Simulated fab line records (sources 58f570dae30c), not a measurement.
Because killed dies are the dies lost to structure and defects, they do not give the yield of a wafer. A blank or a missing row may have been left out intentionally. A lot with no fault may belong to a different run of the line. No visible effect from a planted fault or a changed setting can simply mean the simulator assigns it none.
What tool caused it? | flow berkeley_cmos170 | 14 lots with 42 wafers sampled at 2 steps, on a route of 331 steps

== WHAT THE GAUGES SHOWED, per wafer ==
UCB170_NSD_CD_MEAS_06: the cd target is 1200 nm. Usual: cd_nm 1199.6 nm, standard deviation 1.3.
lot  | measured     | on        | cd_nm (nm)           | flag
L305 | day 7 13:06  | cd_sem-01 | 1199.9 1200.1 1199.1 |
L306 | day 8 02:53  | cd_sem-02 | 1199.6 1201.0 1200.2 |
L309 | day 8 03:02  | cd_sem-01 | 1199.9 1199.3 1201.8 |
L307 | day 8 03:19  | cd_sem-01 | 1199.8 1201.7 1200.0 |
L308 | day 8 03:27  | cd_sem-01 | 1198.5 1197.3 1197.3 |
L311 | day 8 20:08  | cd_sem-02 | 1199.5 1199.9 1200.2 |
L310 | day 8 20:25  | cd_sem-02 | 1201.2 1201.9 1201.5 |
L312 | day 9 01:40  | cd_sem-02 | 1200.5 1200.0 1200.8 |
L314 | day 9 22:31  | cd_sem-02 | 1200.2 1200.3 1200.5 |
L315 | day 9 22:48  | cd_sem-01 | 1200.2 1200.8 1201.9 |
L320 | day 10 20:19 | cd_sem-01 | 1201.3 1201.6 1200.8 |
L323 | day 11 04:43 | cd_sem-01 | 1199.6 1200.2 1199.3 |
L325 | day 11 13:09 | cd_sem-02 | 1198.9 1198.0 1198.3 |
L328 | day 12 07:59 | cd_sem-02 | 1198.6 1201.3 1198.7 |

UCB170_CONTACT_THK_MEAS_02. Usual: CONTACT_PSG_THK 698 nm, standard deviation 7.2.
lot  | measured     | on            | CONTACT_PSG_THK (nm) | flag
L305 | day 7 19:08  | film_metro-01 | 703 695 704          |
L306 | day 8 08:34  | film_metro-02 | 694 690 695          |
L309 | day 8 08:34  | film_metro-01 | 704 717 710          |
L307 | day 8 08:14  | film_metro-01 | 692 692 696          |
L308 | day 8 10:01  | film_metro-04 | 698 699 698          |
L311 | day 9 00:47  | film_metro-04 | 699 703 705          |
L310 | day 9 01:26  | film_metro-04 | 706 700 699          |
L312 | day 9 06:10  | film_metro-04 | 709 706 702          |
L314 | day 10 03:00 | film_metro-01 | 691 688 693          |
L315 | day 10 03:56 | film_metro-02 | 695 699 700          |
L320 | day 11 03:20 | film_metro-02 | 696 687 691          |
L323 | day 11 09:52 | film_metro-02 | 699 694 698          |
L325 | day 11 17:44 | film_metro-04 | 692 690 695          |
L328 | day 12 12:31 | film_metro-01 | 691 697 690          |

== WHICH TOOL RAN EACH LOT (tool, then ch and the chambers of the sampled wafers, then the start) ==
The record holds no process step before these readings.

== WHAT THE TOOLS THEMSELVES READ (means of the sampled wafers that have a number; where no wafer has one, the mark that the record gives instead) ==
The record holds no such reading with a usual standard deviation.

== THE ANSWER, worked out from the rows above alone ==
Rule: a lot is off if the mean of its wafers that have a number lies more than 3 standard deviations from the usual mean. A lot without any number at a reading at which 4 lots or more have one is off too. All remaining lots with rows at the step are treated as sound. The gauges are gone through in route order, then the tools' own readings, and for those a lot's mean is taken as printed above. At the first step where some lot is off, the reading lying furthest off is the one used; lots without a number count as furthest.
Nothing can be told from this: no lot is off at any reading shown.

== WHAT WAS PUT IN BY THE SIMULATOR ==
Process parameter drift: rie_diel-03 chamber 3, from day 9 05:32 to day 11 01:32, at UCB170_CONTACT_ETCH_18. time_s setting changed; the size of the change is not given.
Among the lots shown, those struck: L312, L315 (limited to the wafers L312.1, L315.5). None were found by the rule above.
